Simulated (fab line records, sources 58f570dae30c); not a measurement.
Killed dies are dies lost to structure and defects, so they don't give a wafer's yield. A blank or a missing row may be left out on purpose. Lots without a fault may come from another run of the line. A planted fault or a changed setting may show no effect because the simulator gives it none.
Tool commonality check | flow berkeley_cmos170 | 8 lots, 24 wafers sampled

WHY IT WAS OPENED
At UCB170_PLDD_TW_MEAS_11 the reading PLDD_TW is flagged on 4 of 8 lots. Wafers without a fault read 1010, standard deviation 8.2.
Rule: a lot is flagged when every wafer of it that has a number lies more than 4 standard deviations from that mean, or none has a number. The other lots count as sound.

lot  | measured    | on            | PLDD_TW, wafer by wafer | flag
L360 | day 7 09:15 | film_metro-01 | 1002 1004 1004          |
L361 | day 7 18:02 | film_metro-02 | 1018 1018 1017          |
L362 | day 7 18:08 | film_metro-01 | 1000 1004 997           |
L363 | day 8 01:07 | film_metro-01 | 996 998 993             |
L365 | day 8 14:22 | film_metro-04 | 885 886 884             | FLAGGED
L364 | day 8 14:38 | film_metro-04 | 888 888 885             | FLAGGED
L366 | day 8 23:56 | film_metro-02 | 877 873 880             | FLAGGED
L367 | day 8 23:59 | film_metro-01 | 866 868 876             | FLAGGED
The numbers of the flagged lots are 880 on average: -130 against the usual, or -16 standard deviations.

WHICH TOOL RAN EACH LOT
The record holds 2 process steps before the reading, out of a route of 331 steps. In each cell: the tool, then ch and the chambers that the sampled wafers went through, then the start.
lot  | flag    | UCB170_GATE_ETCH_14               | UCB170_PLDD_IMPLANT_09
L360 |         | rie_diel-02 ch 0,2,3, day 7 06:52 | implanter-01 ch 0, day 7 09:00
L361 |         | rie_diel-01 ch 1,3, day 7 13:14   | implanter-04 ch 0, day 7 17:46
L362 |         | rie_diel-04 ch 1,2,3, day 7 12:58 | implanter-03 ch 0, day 7 17:53
L363 |         | rie_diel-02 ch 0,2, day 7 22:15   | implanter-04 ch 0, day 8 00:52
L365 | FLAGGED | rie_diel-04 ch 0,1,2, day 8 11:43 | implanter-01 ch 0, day 8 14:05
L364 | FLAGGED | rie_diel-02 ch 0,2, day 8 11:44   | implanter-04 ch 0, day 8 14:23
L366 | FLAGGED | rie_diel-01 ch 0,1,2, day 8 20:10 | implanter-04 ch 0, day 8 23:41
L367 | FLAGGED | rie_diel-02 ch 2,3, day 8 20:11   | implanter-01 ch 0, day 8 23:45
What these steps do:
- UCB170_GATE_ETCH_14: etches BARC in N2/H2.
- UCB170_PLDD_IMPLANT_09
- UCB170_PLDD_TW_MEAS_11

FLAGGED OVER TOTAL, TOOL BY TOOL (the gauges that took the reading come last)
step                   | tool          | lots run | flagged | share of the flagged lots | sound lots run after its first flagged lot
UCB170_GATE_ETCH_14    | rie_diel-01   | 2        | 1       | some                      | 0
UCB170_GATE_ETCH_14    | rie_diel-02   | 4        | 2       | some                      | 0
UCB170_GATE_ETCH_14    | rie_diel-04   | 2        | 1       | some                      | 0
UCB170_PLDD_IMPLANT_09 | implanter-01  | 3        | 2       | some                      | 0
UCB170_PLDD_IMPLANT_09 | implanter-03  | 1        | 0       | none                      | -
UCB170_PLDD_IMPLANT_09 | implanter-04  | 4        | 2       | some                      | 0
UCB170_PLDD_TW_MEAS_11 | film_metro-01 | 4        | 1       | some                      | 0
UCB170_PLDD_TW_MEAS_11 | film_metro-02 | 2        | 1       | some                      | 0
UCB170_PLDD_TW_MEAS_11 | film_metro-04 | 2        | 2       | some                      | 0

WHAT THE TABLE ALLOWS
No row of the table ran every flagged lot.

WHAT THE SIMULATOR HAD PUT IN
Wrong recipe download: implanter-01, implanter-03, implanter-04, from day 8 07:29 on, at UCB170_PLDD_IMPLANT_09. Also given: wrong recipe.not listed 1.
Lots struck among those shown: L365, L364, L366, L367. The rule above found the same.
